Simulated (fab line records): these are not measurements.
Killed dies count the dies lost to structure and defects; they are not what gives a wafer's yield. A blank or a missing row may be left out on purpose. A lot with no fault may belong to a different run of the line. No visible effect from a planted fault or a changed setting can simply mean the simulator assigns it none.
fab line records :: flow rit_cmos
[record]
  lots = 6
  wafers = 18
  last_day = 6
route steps=202 shown ACTIVE@1
lots that met no fault: taken from a fault-free run of the same line
start_h: the number of hours between the record's first day and the start of the first shown wafer of the lot :: wait_h: hours from the lot's prior step to this one :: " identical to the entry in the row above :: L1.1+2: several wafers, shown together as one row :: - no value, or no start was given :: * or withheld: withheld :: < > ~ a bound
route shown NAME@n: a module of which the file shows steps, and the number in the route of the first :: usual: mean/standard deviation of fault-free wafers :: same: alike in all rows :: chamber/n: place in a boat :: sites: the reading at each site :: _std_site: standard deviation of those values :: _edge_site: the outer-site mean with the inner-site mean subtracted :: radius_mm: how far each site lies from the wafer's centre :: mask NAME#n: copy n :: behind: the tool/chamber that last shaped the wafer :: hold: what put the lot on hold/how long, in hours/how the hold closed :: device: the n, p or np transistor that did not switch :: end of line: the route-end tests of the same wafers :: where a step has no rows: the recipe by itself :: killed: count of dies lost to structure and defects at first sort (not the wafer's yield) :: map: a wafer's dies, x killed, . not, _ none there
set.NAME: the setting the step ran with; set.NAME@STEP: the setting that earlier step ran with :: model.NAME: the simulator's own value behind a step, which no gauge read
lots seen at some steps along the route; tables by step, rows by wafer
services: a tool's chamber out of use, with start hour (start_h, from the record's first day; less than 0 if before it), hours out, and reason
[[steps]]
[step RIT_ACTIVE_BOW_MEAS_00]
[recipe]
  mode = bow
[usual]
  INCOMING_BOW = 0/6.4
lot.wafer: L888.2
tool: film_metro-02
chamber: -
start_h: 35.02
wait_h: -
INCOMING_BOW[um]: -9

lot.wafer: L888.4
tool: film_metro-02
chamber: -
start_h: 35.02
wait_h: -
INCOMING_BOW[um]: 11

lot.wafer: L888.6
tool: film_metro-02
chamber: -
start_h: 35.02
wait_h: -
INCOMING_BOW[um]: 7

lot.wafer: L890.3
tool: film_metro-02
chamber: -
start_h: 45.04
wait_h: -
INCOMING_BOW[um]: 4

lot.wafer: L890.4
tool: film_metro-02
chamber: -
start_h: 45.04
wait_h: -
INCOMING_BOW[um]: -4

lot.wafer: L890.6
tool: film_metro-02
chamber: -
start_h: 45.04
wait_h: -
INCOMING_BOW[um]: 8

lot.wafer: L891.2
tool: film_metro-02
chamber: -
start_h: 50.02
wait_h: -
INCOMING_BOW[um]: 14

lot.wafer: L891.4
tool: film_metro-02
chamber: -
start_h: 50.02
wait_h: -
INCOMING_BOW[um]: 13

lot.wafer: L891.5
tool: film_metro-02
chamber: -
start_h: 50.02
wait_h: -
INCOMING_BOW[um]: -4

lot.wafer: L896.1
tool: film_metro-03
chamber: -
start_h: 75.00
wait_h: -
INCOMING_BOW[um]: 7

lot.wafer: L896.2
tool: film_metro-03
chamber: -
start_h: 75.00
wait_h: -
INCOMING_BOW[um]: -1

lot.wafer: L896.5
tool: film_metro-03
chamber: -
start_h: 75.00
wait_h: -
INCOMING_BOW[um]: -1

lot.wafer: L899.2
tool: film_metro-03
chamber: -
start_h: 90.02
wait_h: -
INCOMING_BOW[um]: -9

lot.wafer: L899.3
tool: film_metro-03
chamber: -
start_h: 90.02
wait_h: -
INCOMING_BOW[um]: -13

lot.wafer: L899.5
tool: film_metro-03
chamber: -
start_h: 90.02
wait_h: -
INCOMING_BOW[um]: 1

lot.wafer: L900.1
tool: film_metro-02
chamber: -
start_h: 95.00
wait_h: -
INCOMING_BOW[um]: -18

lot.wafer: L900.4
tool: film_metro-02
chamber: -
start_h: 95.00
wait_h: -
INCOMING_BOW[um]: -4

lot.wafer: L900.6
tool: film_metro-02
chamber: -
start_h: 95.00
wait_h: -
INCOMING_BOW[um]: -3
[step RIT_ACTIVE_OXIDATION_01]
[recipe]
  temp_c = 990.7
  ambient = O2
  target_thk_a = 468
  ox_time_s = 3360
[step RIT_ACTIVE_THK_MEAS_02]
[recipe]
  reads = SiO2_of_ACTIVE_OXIDATION_01
[usual]
  ACTIVE_OXIDE_THK = 42.8/0.87
lot.wafer: L888.2
tool: film_metro-02
chamber: -
start_h: 37.60
wait_h: 0.0
ACTIVE_OXIDE_THK[nm]: 42.4

lot.wafer: L888.4
tool: film_metro-02
chamber: -
start_h: 37.60
wait_h: 0.0
ACTIVE_OXIDE_THK[nm]: 42.6

lot.wafer: L888.6
tool: film_metro-02
chamber: -
start_h: 37.60
wait_h: 0.0
ACTIVE_OXIDE_THK[nm]: 42.8

lot.wafer: L890.3
tool: film_metro-03
chamber: -
start_h: 49.13
wait_h: 0.0
ACTIVE_OXIDE_THK[nm]: 43.3

lot.wafer: L890.4
tool: film_metro-03
chamber: -
start_h: 49.13
wait_h: 0.0
ACTIVE_OXIDE_THK[nm]: 43.6

lot.wafer: L890.6
tool: film_metro-03
chamber: -
start_h: 49.13
wait_h: 0.0
ACTIVE_OXIDE_THK[nm]: 43.4

lot.wafer: L891.2
tool: film_metro-04
chamber: -
start_h: 52.56
wait_h: 0.0
ACTIVE_OXIDE_THK[nm]: 42.7

lot.wafer: L891.4
tool: film_metro-04
chamber: -
start_h: 52.56
wait_h: 0.0
ACTIVE_OXIDE_THK[nm]: 42.0

lot.wafer: L891.5
tool: film_metro-04
chamber: -
start_h: 52.56
wait_h: 0.0
ACTIVE_OXIDE_THK[nm]: 42.6

lot.wafer: L896.1
tool: film_metro-03
chamber: -
start_h: 78.66
wait_h: 0.0
ACTIVE_OXIDE_THK[nm]: 42.6

lot.wafer: L896.2
tool: film_metro-03
chamber: -
start_h: 78.66
wait_h: 0.0
ACTIVE_OXIDE_THK[nm]: 43.1

lot.wafer: L896.5
tool: film_metro-03
chamber: -
start_h: 78.66
wait_h: 0.0
ACTIVE_OXIDE_THK[nm]: 42.8

lot.wafer: L899.2
tool: film_metro-02
chamber: -
start_h: 94.78
wait_h: 0.0
ACTIVE_OXIDE_THK[nm]: 42.4

lot.wafer: L899.3
tool: film_metro-02
chamber: -
start_h: 94.78
wait_h: 0.0
ACTIVE_OXIDE_THK[nm]: 43.5

lot.wafer: L899.5
tool: film_metro-02
chamber: -
start_h: 94.78
wait_h: 0.0
ACTIVE_OXIDE_THK[nm]: 43.2

lot.wafer: L900.1
tool: film_metro-03
chamber: -
start_h: 98.01
wait_h: 0.0
ACTIVE_OXIDE_THK[nm]: 42.9

lot.wafer: L900.4
tool: film_metro-03
chamber: -
start_h: 98.01
wait_h: 0.0
ACTIVE_OXIDE_THK[nm]: 44.1

lot.wafer: L900.6
tool: film_metro-03
chamber: -
start_h: 98.01
wait_h: 0.0
ACTIVE_OXIDE_THK[nm]: 43.8
[step RIT_ACTIVE_CVD_03]
[recipe]
  material = Si3N4
  target_thk_nm = 150
  temp_c = 810
  precursor = SiH2Cl2/NH3
  time_s = 1500
  pressure_mtorr = 300
  sih2cl2_flow_sccm = 60
  nh3_flow_sccm = 150
[step RIT_ACTIVE_THK_MEAS_04]
[recipe]
  reads = Si3N4_of_ACTIVE_CVD_03
[usual]
  ACTIVE_NITRIDE_THK = 150.5/1.4
lot.wafer: L888.2
tool: film_metro-02
chamber: -
start_h: 39.07
wait_h: 0.0
ACTIVE_NITRIDE_THK[nm]: 150.2

lot.wafer: L888.4
tool: film_metro-02
chamber: -
start_h: 39.07
wait_h: 0.0
ACTIVE_NITRIDE_THK[nm]: 149.5

lot.wafer: L888.6
tool: film_metro-02
chamber: -
start_h: 39.07
wait_h: 0.0
ACTIVE_NITRIDE_THK[nm]: 150.8

lot.wafer: L890.3
tool: film_metro-04
chamber: -
start_h: 50.61
wait_h: 0.0
ACTIVE_NITRIDE_THK[nm]: 147.2

lot.wafer: L890.4
tool: film_metro-04
chamber: -
start_h: 50.61
wait_h: 0.0
ACTIVE_NITRIDE_THK[nm]: 149.1

lot.wafer: L890.6
tool: film_metro-04
chamber: -
start_h: 50.61
wait_h: 0.0
ACTIVE_NITRIDE_THK[nm]: 147.3

lot.wafer: L891.2
tool: film_metro-03
chamber: -
start_h: 54.09
wait_h: 0.0
ACTIVE_NITRIDE_THK[nm]: 150.3

lot.wafer: L891.4
tool: film_metro-03
chamber: -
start_h: 54.09
wait_h: 0.0
ACTIVE_NITRIDE_THK[nm]: 151.9

lot.wafer: L891.5
tool: film_metro-03
chamber: -
start_h: 54.09
wait_h: 0.0
ACTIVE_NITRIDE_THK[nm]: 150.4

lot.wafer: L896.1
tool: film_metro-03
chamber: -
start_h: 80.14
wait_h: 0.0
ACTIVE_NITRIDE_THK[nm]: 151.6

lot.wafer: L896.2
tool: film_metro-03
chamber: -
start_h: 80.14
wait_h: 0.0
ACTIVE_NITRIDE_THK[nm]: 151.9

lot.wafer: L896.5
tool: film_metro-03
chamber: -
start_h: 80.14
wait_h: 0.0
ACTIVE_NITRIDE_THK[nm]: 151.4

lot.wafer: L899.2
tool: film_metro-02
chamber: -
start_h: 96.25
wait_h: 0.0
ACTIVE_NITRIDE_THK[nm]: 147.6

lot.wafer: L899.3
tool: film_metro-02
chamber: -
start_h: 96.25
wait_h: 0.0
ACTIVE_NITRIDE_THK[nm]: 149.3

lot.wafer: L899.5
tool: film_metro-02
chamber: -
start_h: 96.25
wait_h: 0.0
ACTIVE_NITRIDE_THK[nm]: 149.8

lot.wafer: L900.1
tool: film_metro-04
chamber: -
start_h: 99.49
wait_h: 0.0
ACTIVE_NITRIDE_THK[nm]: 148.5

lot.wafer: L900.4
tool: film_metro-04
chamber: -
start_h: 99.49
wait_h: 0.0
ACTIVE_NITRIDE_THK[nm]: 150.7

lot.wafer: L900.6
tool: film_metro-04
chamber: -
start_h: 99.49
wait_h: 0.0
ACTIVE_NITRIDE_THK[nm]: 149.3
[step RIT_ACTIVE_HMDS_05]
[recipe]
  prime_time_s = 60
  prime_temp_c = 140
[step RIT_ACTIVE_COAT_06]
[recipe]
  resist = NOVOLAK
  spin_rpm = 3250
  resist_thk_nm = 1000
[step RIT_ACTIVE_SOFTBAKE_07]
[recipe]
  resist = NOVOLAK
  temp_c = 90
  time_s = 60
[step RIT_ACTIVE_EXPOSE_08]
[recipe]
  mask_id = M1
  na = 0.6
  source_shape = conventional
  sigma_outer = 0.6
  target_cd_nm = 1400
  dose_mj = 225
[usual]
  exposure_dose_mJ_cm2 = 224.95/0.21
  focus_offset_nm = 0.0/0.47
  stage_vel_mm_s = 500.01/0.24
lot.wafer: L888.2
tool: iline_stepper-01
chamber: 0
start_h: 39.59
wait_h: 0.1
mask: M1#0
exposure_dose_mJ_cm2: 225.32
focus_offset_nm: 0.7
stage_vel_mm_s: 499.89

lot.wafer: L888.4
tool: iline_stepper-01
chamber: 0
start_h: 39.59
wait_h: 0.1
mask: M1#0
exposure_dose_mJ_cm2: 225.00
focus_offset_nm: -0.3
stage_vel_mm_s: 499.68

lot.wafer: L888.6
tool: iline_stepper-01
chamber: 0
start_h: 39.59
wait_h: 0.1
mask: M1#0
exposure_dose_mJ_cm2: 225.17
focus_offset_nm: 0.1
stage_vel_mm_s: 500.04

lot.wafer: L890.3
tool: iline_stepper-02
chamber: -
start_h: 51.14
wait_h: 0.1
mask: M1#0
exposure_dose_mJ_cm2: -
focus_offset_nm: -
stage_vel_mm_s: -

lot.wafer: L890.4
tool: iline_stepper-02
chamber: -
start_h: 51.14
wait_h: 0.1
mask: M1#0
exposure_dose_mJ_cm2: -
focus_offset_nm: -
stage_vel_mm_s: -

lot.wafer: L890.6
tool: iline_stepper-02
chamber: -
start_h: 51.14
wait_h: 0.1
mask: M1#0
exposure_dose_mJ_cm2: -
focus_offset_nm: -
stage_vel_mm_s: -

lot.wafer: L891.2
tool: iline_stepper-01
chamber: -
start_h: 54.74
wait_h: 0.2
mask: M1#0
exposure_dose_mJ_cm2: -
focus_offset_nm: -
stage_vel_mm_s: -

lot.wafer: L891.4
tool: iline_stepper-01
chamber: -
start_h: 54.74
wait_h: 0.2
mask: M1#0
exposure_dose_mJ_cm2: -
focus_offset_nm: -
stage_vel_mm_s: -

lot.wafer: L891.5
tool: iline_stepper-01
chamber: -
start_h: 54.74
wait_h: 0.2
mask: M1#0
exposure_dose_mJ_cm2: -
focus_offset_nm: -
stage_vel_mm_s: -

lot.wafer: L896.1
tool: iline_stepper-02
chamber: 0
start_h: 80.77
wait_h: 0.2
mask: M1#0
exposure_dose_mJ_cm2: 224.99
focus_offset_nm: 0.1
stage_vel_mm_s: 500.06

lot.wafer: L896.2
tool: iline_stepper-02
chamber: 0
start_h: 80.77
wait_h: 0.2
mask: M1#0
exposure_dose_mJ_cm2: 225.05
focus_offset_nm: -0.5
stage_vel_mm_s: 500.03

lot.wafer: L896.5
tool: iline_stepper-02
chamber: 0
start_h: 80.77
wait_h: 0.2
mask: M1#0
exposure_dose_mJ_cm2: 224.91
focus_offset_nm: 0.3
stage_vel_mm_s: 499.71

lot.wafer: L899.2
tool: iline_stepper-02
chamber: 0
start_h: 96.90
wait_h: 0.2
mask: M1#0
exposure_dose_mJ_cm2: 224.73
focus_offset_nm: 0.3
stage_vel_mm_s: 499.94

lot.wafer: L899.3
tool: iline_stepper-02
chamber: 0
start_h: 96.90
wait_h: 0.2
mask: M1#0
exposure_dose_mJ_cm2: 224.80
focus_offset_nm: 0.3
stage_vel_mm_s: 500.04

lot.wafer: L899.5
tool: iline_stepper-02
chamber: 0
start_h: 96.90
wait_h: 0.2
mask: M1#0
exposure_dose_mJ_cm2: 224.74
focus_offset_nm: -0.5
stage_vel_mm_s: 499.46

lot.wafer: L900.1
tool: iline_stepper-02
chamber: 0
start_h: 100.00
wait_h: 0.1
mask: M1#0
exposure_dose_mJ_cm2: 224.65
focus_offset_nm: -0.6
stage_vel_mm_s: 499.90

lot.wafer: L900.4
tool: iline_stepper-02
chamber: 0
start_h: 100.00
wait_h: 0.1
mask: M1#0
exposure_dose_mJ_cm2: 224.63
focus_offset_nm: 0.3
stage_vel_mm_s: 500.02

lot.wafer: L900.6
tool: iline_stepper-02
chamber: 0
start_h: 100.00
wait_h: 0.1
mask: M1#0
exposure_dose_mJ_cm2: 224.79
focus_offset_nm: 0.1
stage_vel_mm_s: 499.58
[step RIT_ACTIVE_PEB_09]
[recipe]
  resist = NOVOLAK
  temp_c = withheld
  time_s = withheld
[[services]]
tool: iline_stepper-01
chamber: -
start_h: 47.78
hours: 4.4
kind: pm

tool: iline_stepper-02
chamber: 0
start_h: 60.51
hours: -
kind: calibration

tool: iline_stepper-01
chamber: 0
start_h: 70.12
hours: -
kind: calibration

tool: iline_stepper-02
chamber: -
start_h: 71.35
hours: 1.7
kind: pm

tool: iline_stepper-01
chamber: -
start_h: 96.26
hours: 3.8
kind: repair
[[key]]
[first_sign]
  step = RIT_ACTIVE_EXPOSE_08
  reading = tool_record
  direction = missing
effect none on later readings
met_at RIT_ACTIVE_EXPOSE_08
struck_wafers L890.3,L890.4,L890.6,L891.2,L891.4,L891.5
later_rows_left_out L890.3,L890.4,L890.6,L891.2,L891.4,L891.5
sort_left_out L890.3,L890.4,L890.6,L891.2,L891.4,L891.5
tester_left_out L890,L891
onset_between 39.59 51.14
[fault]
  kind = skipped_step_whole
  tool = iline_stepper-01,iline_stepper-02
  chamber = -
  onset_h = 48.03
  steps = RIT_ACTIVE_EXPOSE_08
  scope = struck_lots_only
// tester_left_out: of these lots the tester's yield and bins aren't shown, on N5 and GAA mostly nor the transistor test; their killed dies are dies lost to structure and defects alone, not to doping, threshold or leakage, so they don't give the yield
// sort_left_out: the simulated sort isn't trusted on such a fault, so these wafers' sort isn't shown, and their yield isn't known
// later_rows_left_out: the simulator's readings of these wafers behind a module that went badly wrong aren't trusted and aren't shown, but for the sort
